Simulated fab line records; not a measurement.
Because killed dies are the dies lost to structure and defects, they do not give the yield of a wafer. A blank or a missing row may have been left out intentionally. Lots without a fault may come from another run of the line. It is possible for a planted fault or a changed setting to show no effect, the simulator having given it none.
Which tool is to blame? | flow berkeleyCmos170 | Sampling: 7 lots, 21 wafers, 2 of 331 route steps

WHAT THE GAUGES SHOWED, per wafer
UCB170_NSD_OVL_MEAS_07.
lot  | measured     | on         | NSD_OVL (nm)
L227 | day 8 08:31  | overlay-02 | 3 -4 -1
L230 | day 8 08:58  | overlay-01 | 13 6 12
L237 | day 10 06:24 | overlay-01 | 4 5 3
L241 | day 12 01:13 | overlay-02 | -5 -6 2
L243 | day 12 01:26 | overlay-01 | 0 5 11
L248 | day 12 08:44 | overlay-02 | 6 0 -2
L249 | day 13 04:40 | overlay-02 | -4 -2 -6

WHICH TOOL RAN EACH LOT (tool, then ch and the chambers of the sampled wafers, then the start)
lot  | UCB170_NVT_SOFTBAKE_02
L227 | lithoTrack-03 ch 0, day 6 19:19
L230 | lithoTrack-01 ch 0, day 7 01:01
L237 | lithoTrack-04 ch 0, day 8 21:26
L241 | lithoTrack-01 ch 0, day 10 00:56
L243 | lithoTrack-03 ch 0, day 10 07:50
L248 | lithoTrack-03 ch 0, day 10 16:32
L249 | lithoTrack-01 ch 0, day 11 04:18
- UCB170_NVT_SOFTBAKE_02: time 60 s.

THE ANSWER, worked out from the rows above alone
Rule: the lots themselves supply what counts as usual. Put in order of their means at a reading, lots are off if they are a third of the lots or fewer, leave a main group of 4 or more, and stand apart from it by a gap of 3 or more times the standard deviation of the main group's means; of several such gaps the widest counts. Not used: any main group whose means are identical at the precision the tables above print for the reading. Also off: a lot with no number at a reading for which 4 or more lots have one. All remaining lots with rows at the step are treated as sound.
Nothing can be told from this: no lot is off at any reading shown.

WHAT HAD BEEN PUT IN BY THE SIMULATOR
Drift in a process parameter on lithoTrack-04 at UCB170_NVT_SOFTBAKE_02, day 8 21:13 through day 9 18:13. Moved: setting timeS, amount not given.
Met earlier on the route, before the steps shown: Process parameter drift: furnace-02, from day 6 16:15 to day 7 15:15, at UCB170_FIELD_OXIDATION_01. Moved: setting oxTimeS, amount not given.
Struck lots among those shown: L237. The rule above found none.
